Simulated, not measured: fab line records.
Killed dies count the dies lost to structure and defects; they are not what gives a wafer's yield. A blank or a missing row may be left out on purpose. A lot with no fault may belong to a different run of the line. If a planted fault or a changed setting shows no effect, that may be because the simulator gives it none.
One fault through the eyes of 2 desks :: flow rit cmos :: each desk holds nothing but its own numbers, with what lay behind them at the end

## TOOL OWNER'S DESK, rie diel-02
The tool's own readings at RIT_ACTIVE_ETCH_13 (etches Si3N4 in SF6, stops on SiO2, time 210 s, target depth 210 nm): means of the sampled wafers that have a number, for each lot that ran on this tool. The brackets show how far a lot's mean lies from the usual mean; more than 4 standard deviations puts the lot out of limits, marked OUT.
Columns: A = drypump motor current A at RIT_ACTIVE_ETCH_13, usual 5.7 A; B = oes product au at RIT_ACTIVE_ETCH_13, usual 0.820 a.u.; C = throttle valve pct at RIT_ACTIVE_ETCH_13, usual 7.52 %
lot: L149
first seen here: day 3 17:18
A: 5.8
B: 0.830
C: 7.38

lot: L151
first seen here: day 3 23:15
A: 5.7
B: 0.815
C: 7.37

lot: L155
first seen here: day 4 19:22
A: 5.8
B: 0.811
C: 7.50

lot: L157
first seen here: day 5 04:29
A: 5.7
B: 0.811
C: 7.37
This desk found nothing out of limits on any of the 4 lots.

## THE METROLOGY DESK
Lot by lot, what the gauges showed, no matter which tool ran the lot: averages of those sampled wafers that carry a number. The brackets show how far a lot's mean lies from the usual mean; more than 4 standard deviations puts the lot out of limits, marked OUT. Only the readings that lie furthest out on some lot appear, 7 of the 9 it has.
Columns: A = ACTIVE_OXIDE_THK at RIT_ACTIVE_THK_MEAS_02, usual 46.0 nm; B = ACTIVE_NITRIDE_THK at RIT_ACTIVE_THK_MEAS_04, usual 149.1 nm; C = cd nm at RIT_ACTIVE_CD_MEAS_11, usual 1399.9 nm; D = cd nm at RIT_ACTIVE_CD_MEAS_90, usual 1400.0 nm; E = FOX1_OXIDE_THK at RIT_FOX1_THK_MEAS_01, usual 349 nm; F = FOX2_OXIDE_THK at RIT_FOX2_THK_MEAS_01, usual 349 nm; G = FIELD_OXIDE_LEFT_1_THK at RIT_FOX2_THK_MEAS_90, usual 322 nm
lot: L141
first seen here: day 1 17:29
A: 47.4
B: 149.1
C: 1400.1
D: 1400.0
E: 355
F: 364
G: 336

lot: L147
first seen here: day 2 23:03
A: 46.3
B: 148.0
C: 1401.6
D: 1401.2
E: 356
F: 354
G: 327

lot: L149
first seen here: day 3 11:34
A: 45.2
B: 150.3
C: 1400.3
D: 1400.1
E: 338
F: 353
G: 326

lot: L151
first seen here: day 3 19:05
A: 45.5
B: 147.9
C: 1397.4
D: 1397.5
E: 349
F: 344
G: 316

lot: L155
first seen here: day 4 16:03
A: 46.0
B: 146.7
C: 1399.2
D: 1399.5
E: 341
F: 345
G: 319

lot: L157
first seen here: day 5 01:50
A: 46.0
B: 147.5
C: 1402.7
D: 1402.6
E: 355
F: 346
G: 319
This desk found nothing out of limits on any of the 6 lots.

## PUT TOGETHER
Nothing out of limits was seen by the tool owner's desk.
At the metrology desk, nothing out of limits was observed.

## WHAT HAD BEEN PUT IN BY THE SIMULATOR
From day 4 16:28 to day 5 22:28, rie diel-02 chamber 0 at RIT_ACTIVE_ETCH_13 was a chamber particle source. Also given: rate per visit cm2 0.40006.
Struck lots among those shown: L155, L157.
